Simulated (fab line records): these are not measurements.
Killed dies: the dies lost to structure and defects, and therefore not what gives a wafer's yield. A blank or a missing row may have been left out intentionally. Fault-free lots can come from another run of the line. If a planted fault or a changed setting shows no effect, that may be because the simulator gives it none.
fab line records	flow rit_cmos
record lots=5	wafers=23
route steps=202 shown NSD@132 SDANNEAL@153 PLDD@159 CONTACT@175 M1@188
start_h: the number of hours between the record's first day and the start of the first shown wafer of the lot	wait_h: hours elapsed since this lot's preceding step	" same as the row above	L1.1+2: one row covering several wafers at once	- no value, or no start given	* or withheld: withheld	< > ~ a bound
route shown NAME@n: names a module that has steps shown in the file, with the first one's number in the route	usual: the fault-free wafers' mean and standard deviation	same: alike in all rows	chamber/n: place in a boat	sites: each site's reading	_std_site: the values' standard deviation	_edge_site: mean of outer sites minus mean of inner sites	radius_mm: for every site, how far away it sits from the centre of the wafer	mask NAME#n: copy n	behind: the tool/chamber that last shaped the wafer	hold: what put the lot on hold/how long, in hours/how the hold closed	device: the transistor (n, p or np) that didn't switch	end of line: at the end of the route, the tests of the same wafers	a step given without rows: its recipe and nothing more	killed: not the wafer's yield, but the dies lost to structure and defects at the first sort	map: shows each die of a wafer: x if killed, . if not, _ if none is there
set.NAME: the setting the step ran with; set.NAME@STEP: the setting that earlier step ran with	model.NAME: the simulator's own value behind a step, which no gauge read
lots where settings were altered on purpose, with a table for each step and a row for each wafer
## steps
# step RIT_NSD_COAT_01
# recipe resist=NOVOLAK	spin_rpm=3250	resist_thk_nm=1000
lot.wafer	tool	chamber	start_h	wait_h	set.resist_thk_nm	model.NOVOLAK_of_NSD_COAT_01.thk_nm
L074.1	litho_track-01	0	51.42	0.1	1000	1004
L074.2	"	0	"	"	1000	1002
L074.4+6	"	0	"	"	1000	1001
L074.5	"	0	"	"	1000	1003
L075.3	litho_track-02	0	56.63	0.1	1000	999.9
L075.4	"	0	"	"	1000	1002
L075.5	"	0	"	"	1000	998.8
L078.1	litho_track-03	0	68.70	0.1	1000	999.1
L078.2	"	0	"	"	1000	1000
L078.3	"	0	"	"	971.6	971.9
L078.4+5	"	0	"	"	971.6	971
L079.1	litho_track-02	0	77.25	0.1	1000	998.7
L079.2	"	0	"	"	1000	999.4
L079.3	"	0	"	"	1000	1001
L079.4+6	"	0	"	"	1025	1023
L081.1	litho_track-01	0	84.11	0.1	1000	1004
L081.2	"	0	"	"	1000	1008
L081.3	"	0	"	"	1000	1006
L081.4	"	0	"	"	1034	1039
L081.5	"	0	"	"	1034	1041
# step RIT_SDANNEAL_CLEAN_00
# recipe chemistry=SC1	mix=3:3:50	time_s=600	temp_c=75
lot.wafer	tool	chamber	start_h	wait_h	set.time_s	model.poly-Si_of_GATE_CVD_08.thk_nm
L074.1	-	-	-	0.1	600	159.4
L074.2	"	-	"	"	600	165.6
L074.4	"	-	"	"	600	161.2
L074.5	"	-	"	"	600	163.5
L074.6	"	-	"	"	600	157.3
L075.3	wet_bench-03	2	59.46	0.0	600	164.1
L075.4	"	2	"	"	600	164.8
L075.5	"	2	"	"	600	163
L078.1	-	-	-	0.1	688.4	143.3
L078.2	"	-	"	"	688.4	146.2
L078.3	"	-	"	"	688.4	143.5
L078.4	"	-	"	"	688.4	143
L078.5	"	-	"	"	688.4	144.8
L079.1	-	-	-	0.1	668.5	136.5
L079.2	"	-	"	"	668.5	136.1
L079.3	"	-	"	"	668.5	137.8
L079.4	"	-	"	"	668.5	136.9
L079.6	"	-	"	"	668.5	133.7
L081.1	-	-	-	0.1	543.3	193.6
L081.2	"	-	"	"	543.3	190.7
L081.3	"	-	"	"	543.3	196.3
L081.4	"	-	"	"	543.3	194.2
L081.5	"	-	"	"	543.3	189
# step RIT_SDANNEAL_CLEAN_01
# recipe chemistry=dHF	dilution=50:1	time_s=28.5
# step RIT_SDANNEAL_CLEAN_02
# recipe chemistry=SC2	mix=3:3:50	time_s=600	temp_c=75	dry=n2_spin
# step RIT_SDANNEAL_RS_MEAS_06
# recipe thk_meas_gauge=four-point-probe
# usual PLDD_RS=179.0/0.47
lot.wafer	tool	chamber	start_h	wait_h	set.energy_kev@PLDD_IMPLANT_08	PLDD_RS[ohm/sq]
L074.1	film_metro-03	-	55.10	0.1	20.73	176.2
L074.2	"	-	"	"	20	179.1
L074.4	"	-	"	"	20.73	176.9
L074.5	"	-	"	"	20	178.9
L074.6	"	-	"	"	20	178.4
L075.3	film_metro-03	-	60.17	0.1	20	178.4
L075.4	"	-	"	"	20	179.1
L075.5	"	-	"	"	20	178.5
L078.1	film_metro-03	-	72.24	0.1	20	179.0
L078.2	"	-	"	"	20	179.1
L078.3	"	-	"	"	20	179.1
L078.4	"	-	"	"	20	178.8
L078.5	"	-	"	"	20	179.0
L079.1	film_metro-03	-	81.01	0.1	20	179.2
L079.2	"	-	"	"	20	179.9
L079.3	"	-	"	"	20	179.5
L079.4	"	-	"	"	20	179.2
L079.6	"	-	"	"	20	179.5
L081.1	film_metro-01	-	87.90	0.1	20.79	176.8
L081.2	"	-	"	"	20	178.6
L081.3	"	-	"	"	20	179.3
L081.4	"	-	"	"	20.79	176.7
L081.5	"	-	"	"	20.79	176.8
# step RIT_CONTACT_DEVELOP_07
# recipe resist=NOVOLAK	develop_time_s=120	dev_temp_c=23
lot.wafer	tool	chamber	start_h	wait_h	set.develop_time_s
L074.1+4+6	litho_track-04	0	-	-	120
L074.2+5	"	0	"	"	125.6
L075.3+4+5	litho_track-03	0	-	-	120
L078.1+2+3+4+5	litho_track-03	0	-	-	120
L079.1+4+6	litho_track-03	0	-	-	127.6
L079.2+3	"	0	"	"	120
L081.1+4	litho_track-03	0	-	-	120
L081.2+3+5	"	0	"	"	114
# step RIT_CONTACT_CD_MEAS_08
# recipe target_cd_nm=1000
# usual cd_nm=999.7/2.1
lot.wafer	tool	chamber	start_h	wait_h	set.develop_time_s@CONTACT_DEVELOP_07	cd_nm
L074.1	cd_sem-02	-	56.94	-	120	998.8
L074.2	"	-	"	"	125.6	1004.5
L074.4	"	-	"	"	120	998.6
L074.5	"	-	"	"	125.6	1003.5
L074.6	"	-	"	"	120	998.3
L075.3	cd_sem-02	-	62.07	-	120	1000.5
L075.4	"	-	"	"	120	998.9
L075.5	"	-	"	"	120	1001.3
L078.1	cd_sem-02	-	74.24	-	120	1000.2
L078.2	"	-	"	"	120	1001.2
L078.3	"	-	"	"	120	999.0
L078.4	"	-	"	"	120	1001.4
L078.5	"	-	"	"	120	1000.0
L079.1	cd_sem-02	-	83.18	-	127.6	1003.8
L079.2	"	-	"	"	120	999.1
L079.3	"	-	"	"	120	996.9
L079.4	"	-	"	"	127.6	1003.2
L079.6	"	-	"	"	127.6	1002.7
L081.1	cd_sem-01	-	89.86	-	120	998.0
L081.2	"	-	"	"	114	991.3
L081.3	"	-	"	"	114	991.9
L081.4	"	-	"	"	120	997.1
L081.5	"	-	"	"	114	991.3
# step RIT_CONTACT_ETCH_11
# recipe target_depth_a=4800	over_etch_frac=0.2	stop_on=TiSi2	chemistry=CHF3/CF4/Ar	target=SiO2	CHF3_flow_sccm=50	cf4_flow_sccm=10	Ar_flow_sccm=100	O2_flow_sccm=5	pressure_mtorr=100	rf_w=200	time_s=320
lot.wafer	tool	chamber	start_h	wait_h	set.rf_w
L074.1+2+6	rie_diel-01	0,1,0	57.24	0.1	188.5
L074.4+5	"	2,3	"	"	200
L075.3+4+5	rie_diel-03	3,2,1	62.34	0.1	200
L078.1+3+4	rie_diel-02	3,2,0	74.54	0.1	200
L078.2+5	"	1,0	"	"	186.5
L079.1+6	rie_diel-03	1,0	83.49	0.1	200
L079.2+3+4	"	2,3,0	"	"	211.7
L081.1+2+3+4+5	rie_diel-01	1,3,2,0,3	90.17	0.1	200
# step RIT_CONTACT_STRIP_12
# recipe chemistry=O2	time_s=180	resist=NOVOLAK	platen_temp_c=withheld	power_w=500	pressure_mtorr=4000	o2_flow_sccm=4000
# step RIT_CONTACT_CD_MEAS_90
# recipe target_cd_nm=1000
# usual cd_nm=999.6/2
lot.wafer	tool	chamber	start_h	wait_h	set.develop_time_s@CONTACT_DEVELOP_07	cd_nm
L074.1	cd_sem-01	-	57.61	0.1	120	999.1
L074.2	"	-	"	"	125.6	1003.4
L074.4	"	-	"	"	120	998.8
L074.5	"	-	"	"	125.6	1003.1
L074.6	"	-	"	"	120	998.8
L075.3	cd_sem-01	-	62.75	0.1	120	1001.0
L075.4	"	-	"	"	120	998.6
L075.5	"	-	"	"	120	1002.6
L078.1	cd_sem-02	-	74.91	0.1	120	999.5
L078.2	"	-	"	"	120	1000.8
L078.3	"	-	"	"	120	999.3
L078.4	"	-	"	"	120	1002.0
L078.5	"	-	"	"	120	999.4
L079.1	cd_sem-02	-	83.86	0.1	127.6	1004.0
L079.2	"	-	"	"	120	998.8
L079.3	"	-	"	"	120	997.9
L079.4	"	-	"	"	127.6	1003.0
L079.6	"	-	"	"	127.6	1001.9
L081.1	cd_sem-01	-	90.54	0.1	120	997.3
L081.2	"	-	"	"	114	991.5
L081.3	"	-	"	"	114	991.9
L081.4	"	-	"	"	120	997.6
L081.5	"	-	"	"	114	991.6
# step RIT_M1_COAT_04
# recipe resist=NOVOLAK	spin_rpm=2000	resist_thk_nm=1300
lot.wafer	tool	chamber	start_h	wait_h	set.resist_thk_nm	model.NOVOLAK_of_M1_COAT_04.thk_nm
L074.1	litho_track-02	0	58.71	0.1	1248	1249
L074.2	"	0	"	"	1300	1300
L074.4+6	"	0	"	"	1300	1303
L074.5	"	0	"	"	1248	1250
L075.3+4	litho_track-02	0	63.85	0.1	1300	1303
L075.5	"	0	"	"	1300	1302
L078.1	litho_track-02	0	76.01	0.1	1300	1303
L078.2	"	0	"	"	1300	1298
L078.3	"	0	"	"	1364	1366
L078.4	"	0	"	"	1364	1363
L078.5	"	0	"	"	1300	1301
L079.1+2	litho_track-01	0	85.09	0.1	1264	1268
L079.3	"	0	"	"	1264	1267
L079.4	"	0	"	"	1300	1304
L079.6	"	0	"	"	1300	1308
L081.1+2	litho_track-01	0	91.65	0.1	1300	1300
L081.3+4	"	0	"	"	1343	1346
L081.5	"	0	"	"	1300	1303
# step RIT_M1_SOFTBAKE_05
# recipe resist=NOVOLAK	temp_c=90	time_s=60
# step RIT_M1_EXPOSE_06
# recipe mask_id=M12	na=0.6	source_shape=conventional	sigma_outer=0.5	target_cd_nm=2600	dose_mj=250
# step RIT_M1_PEB_07
# recipe resist=NOVOLAK	temp_c=withheld	time_s=withheld
# step RIT_M1_DEVELOP_08
# recipe resist=NOVOLAK	develop_time_s=69.88	dev_temp_c=23
# step RIT_M1_CD_MEAS_09
# recipe target_cd_nm=2600
# usual cd_nm=2600.2/1.8
lot.wafer	tool	chamber	start_h	wait_h	set.resist_thk_nm@M1_COAT_04	cd_nm
L074.1	cd_sem-02	-	59.58	-	1248	2592.4
L074.2	"	-	"	"	1300	2597.7
L074.4	"	-	"	"	1300	2600.0
L074.5	"	-	"	"	1248	2594.2
L074.6	"	-	"	"	1300	2598.0
L075.3	cd_sem-02	-	64.57	-	1300	2598.7
L075.4	"	-	"	"	1300	2600.8
L075.5	"	-	"	"	1300	2602.2
L078.1	cd_sem-02	-	76.74	-	1300	2599.9
L078.2	"	-	"	"	1300	2599.4
L078.3	"	-	"	"	1364	2606.2
L078.4	"	-	"	"	1364	2605.3
L078.5	"	-	"	"	1300	2599.6
L079.1	cd_sem-02	-	85.97	-	1264	2599.6
L079.2	"	-	"	"	1264	2597.6
L079.3	"	-	"	"	1264	2595.8
L079.4	"	-	"	"	1300	2600.8
L079.6	"	-	"	"	1300	2601.4
L081.1	cd_sem-02	-	92.50	-	1300	2598.7
L081.2	"	-	"	"	1300	2594.9
L081.3	"	-	"	"	1343	2600.7
L081.4	"	-	"	"	1343	2600.3
L081.5	"	-	"	"	1300	2598.5
# step RIT_M1_HARDBAKE_11
# recipe resist=NOVOLAK	temp_c=140	time_s=120
lot.wafer	tool	chamber	start_h	wait_h	set.resist_thk_nm@M1_COAT_04	model.NOVOLAK_of_M1_COAT_04.thk_nm
L074.1	litho_track-02	0	59.73	0.0	1248	1093
L074.2	"	0	"	"	1300	1137
L074.4	"	0	"	"	1300	1140
L074.5	"	0	"	"	1248	1094
L074.6	"	0	"	"	1300	1139
L075.3+5	litho_track-02	0	64.77	0.1	1300	1139
L075.4	"	0	"	"	1300	1140
L078.1	litho_track-01	0	76.89	0.0	1300	1140
L078.2	"	0	"	"	1300	1135
L078.3	"	0	"	"	1364	1194
L078.4	"	0	"	"	1364	1191
L078.5	"	0	"	"	1300	1138
L079.1+2	litho_track-02	0	86.13	0.0	1264	1110
L079.3	"	0	"	"	1264	1108
L079.4	"	0	"	"	1300	1140
L079.6	"	0	"	"	1300	1144
L081.1+2	litho_track-02	0	92.68	0.0	1300	1137
L081.3	"	0	"	"	1343	1176
L081.4	"	0	"	"	1343	1177
L081.5	"	0	"	"	1300	1140
# step RIT_M1_METAL_ETCH_12
# recipe stop_on=SiO2	chemistry=Cl2/BCl3	target=Al	time_s=165	over_etch_frac=0.5	pressure_mtorr=100	target_depth_a=6000	rf_w=250	Cl2_flow_sccm=60	bcl3_flow_sccm=50
lot.wafer	tool	chamber	start_h	wait_h	set.rf_w	set.resist_thk_nm@M1_COAT_04	model.NOVOLAK_of_M1_COAT_04.thk_nm
L074.1	rie_metal-04	0	59.98	0.2	250	1248	752.6
L074.2	"	0	"	"	250	1300	798.1
L074.4	"	0	"	"	230.5	1300	828.5
L074.5	"	0	"	"	250	1248	755.3
L074.6	"	0	"	"	230.5	1300	824.2
L075.3	rie_metal-02	0	64.99	0.2	250	1300	822.9
L075.4+5	"	1	"	"	250	1300	819.8
L078.1	rie_metal-03	1	77.14	0.2	274.3	1300	789.4
L078.2	"	0	"	"	250	1300	809.6
L078.3	"	0	"	"	274.3	1364	832.8
L078.4	"	1	"	"	250	1364	871.9
L078.5	"	1	"	"	274.3	1300	786.3
L079.1	rie_metal-04	0	86.38	0.2	250	1264	765.7
L079.2	"	1	"	"	264.3	1264	753.9
L079.3	"	1	"	"	250	1264	773.1
L079.4	"	0	"	"	264.3	1300	776.3
L079.6	"	1	"	"	250	1300	811.2
L081.1	rie_metal-03	0	92.93	0.2	278.9	1300	773.9
L081.2	"	1	"	"	250	1300	821.8
L081.3	"	0	"	"	250	1343	851.1
L081.4	"	1	"	"	250	1343	861.1
L081.5	"	0	"	"	278.9	1300	778.1
## key
split step=RIT_NSD_COAT_01	setting=resist_thk_nm	stated=1000	by=wafer
response step=RIT_NSD_COAT_01	reading=model.NOVOLAK_of_NSD_COAT_01.thk_nm	change=+9.84	per=1%	r=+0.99
split step=RIT_SDANNEAL_CLEAN_00	setting=time_s	stated=600	by=lot
response step=RIT_SDANNEAL_CLEAN_00	reading=model.poly-Si_of_GATE_CVD_08.thk_nm	change=-2.14	per=1%	r=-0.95
split step=RIT_CONTACT_DEVELOP_07	setting=develop_time_s	stated=120	by=wafer
response step=RIT_CONTACT_CD_MEAS_08	reading=cd_nm	change=+1.02	per=1%	r=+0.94
response step=RIT_CONTACT_CD_MEAS_90	reading=cd_nm	change=+0.902	per=1%	r=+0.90
split step=RIT_CONTACT_ETCH_11	setting=rf_w	stated=200	by=wafer
response none clear
split step=RIT_M1_COAT_04	setting=resist_thk_nm	stated=1300	by=wafer
response step=RIT_M1_COAT_04	reading=model.NOVOLAK_of_M1_COAT_04.thk_nm	change=+13.2	per=1%	r=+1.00
response step=RIT_M1_CD_MEAS_09	reading=cd_nm	change=+1.21	per=1%	r=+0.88
response step=RIT_M1_HARDBAKE_11	reading=model.NOVOLAK_of_M1_COAT_04.thk_nm	change=+11.4	per=1%	r=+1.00
response step=RIT_M1_METAL_ETCH_12	reading=model.NOVOLAK_of_M1_COAT_04.thk_nm	change=+14.1	per=1%	r=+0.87
split step=RIT_M1_METAL_ETCH_12	setting=rf_w	stated=250	by=wafer
response step=RIT_M1_METAL_ETCH_12	reading=model.NOVOLAK_of_M1_COAT_04.thk_nm	slope=-3.58	per=1%	together_with=resist_thk_nm@M1_COAT_04	explained=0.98
split outside_this_file step=RIT_PLDD_IMPLANT_08 setting=energy_kev
# split outside_this_file: this setting was split too, and the file shows its column; the key of that split is in another file
